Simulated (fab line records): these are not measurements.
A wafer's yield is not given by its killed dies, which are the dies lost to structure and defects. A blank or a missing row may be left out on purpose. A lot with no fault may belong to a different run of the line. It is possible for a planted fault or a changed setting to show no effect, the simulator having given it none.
Which tool was responsible? ; flow rit-cmos ; 42 wafers from 14 lots sampled at 2 of the route's 202 steps

WHAT THE GAUGES SHOWED, per wafer
RIT_CONTACT_THK_MEAS_01. Usual: CONTACT_TEOS_THK 404 nm, standard deviation 5.
lot;measured;on;CONTACT_TEOS_THK (nm);flag
L621;day 3 13:53;film-metro-01;405 411 408;
L623;day 3 23:11;film-metro-04;402 399 403;
L624;day 4 01:55;film-metro-01;398 401 403;
L625;day 4 08:29;film-metro-01;404 401 411;
L626;day 4 19:15;film-metro-01;403 406 410;
L627;day 5 03:12;film-metro-04;400 399 405;
L628;day 5 03:28;film-metro-01;407 407 406;
L630;day 5 15:22;film-metro-04;400 402 408;
L631;day 6 02:49;film-metro-03;253 249 259;OFF
L632;day 6 08:49;film-metro-03;410 404 420;
L634;day 7 00:41;film-metro-03;253 263 257;OFF
L638;day 7 15:37;film-metro-03;400 405 408;
L640;day 8 02:51;film-metro-04;402 404 404;
L642;day 8 03:18;film-metro-01;395 402 407;

TOOL THAT RAN EACH LOT (tool first, then ch and the chambers of the sampled wafers, then the start)
lot;RIT_CONTACT_CVD_00
L621;pecvd-04 ch 1,2, day 3 13:49
L623;pecvd-01 ch 0,2, day 3 23:08
L624;pecvd-04 ch 1,2, day 4 01:51
L625;pecvd-02 ch 1,2, day 4 08:24
L626;pecvd-01 ch 0,2, day 4 19:11
L627;pecvd-04 ch 0,1, day 5 03:09
L628;pecvd-02 ch 1,2, day 5 03:23
L630;pecvd-04 ch 0,1, day 5 15:17
L631;pecvd-02 ch 1,2, day 6 02:44
L632;pecvd-01 ch 0,2, day 6 08:46
L634;pecvd-02 ch 1,2, day 7 00:36
L638;pecvd-01 ch 1,2, day 7 15:32
L640;pecvd-01 ch 0,1,2, day 8 02:47
L642;pecvd-04 ch 0,1, day 8 03:14
- RIT_CONTACT_CVD_00: deposits SiO2 from TEOS, target thk 400 nm, time 61 s.

AS READ BY THE TOOLS THEMSELVES (means over the sampled wafers that have a number; for cases with no such wafer, the mark the record gives instead)
RIT_CONTACT_CVD_00. Usual: heater-power-w 298 W, standard deviation 42.
lot;tool;heater-power-w (W);flag
L621;pecvd-04;256;
L623;pecvd-01;353;
L624;pecvd-04;269;
L625;pecvd-02;292;
L626;pecvd-01;325;
L627;pecvd-04;268;
L628;pecvd-02;255;
L630;pecvd-04;328;
L631;pecvd-02;277;
L632;pecvd-01;349;
L634;pecvd-02;297;
L638;pecvd-01;323;
L640;pecvd-01;327;
L642;pecvd-04;299;

THE ANSWER, worked out from the rows above alone
Rule: take the mean of a lot's wafers that have a number; if it is more than 3 standard deviations from the usual mean, the lot is off. A lot without any number at a reading at which 4 lots or more have one is off too. The other lots that the step has rows for count as sound. The gauges are gone through in route order, then the tools' own readings, and for those a lot's mean is taken as printed above. At the first step where some lot is off, the reading lying furthest off is the one used; lots without a number count as furthest.
Off: at RIT_CONTACT_THK_MEAS_01 (CONTACT_TEOS_THK), L631, L634.
If a tool, at a process step before that reading, ran all the lots that are off and no sound lot after the first of them, it fits. The gauges at RIT_CONTACT_THK_MEAS_01 are tried like those tools. One candidate fits, namely pecvd-02 at RIT_CONTACT_CVD_00. A fault onset in the window from L628 (day 5 03:23, its last sound lot) to L631 (day 6 02:44, its first lot off) fits.

WHAT WAS PUT IN BY THE SIMULATOR
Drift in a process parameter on pecvd-02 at RIT_CONTACT_CVD_00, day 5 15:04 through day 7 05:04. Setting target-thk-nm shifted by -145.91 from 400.
Shown lots that were struck: L631, L634. This agrees with what the rule above found.
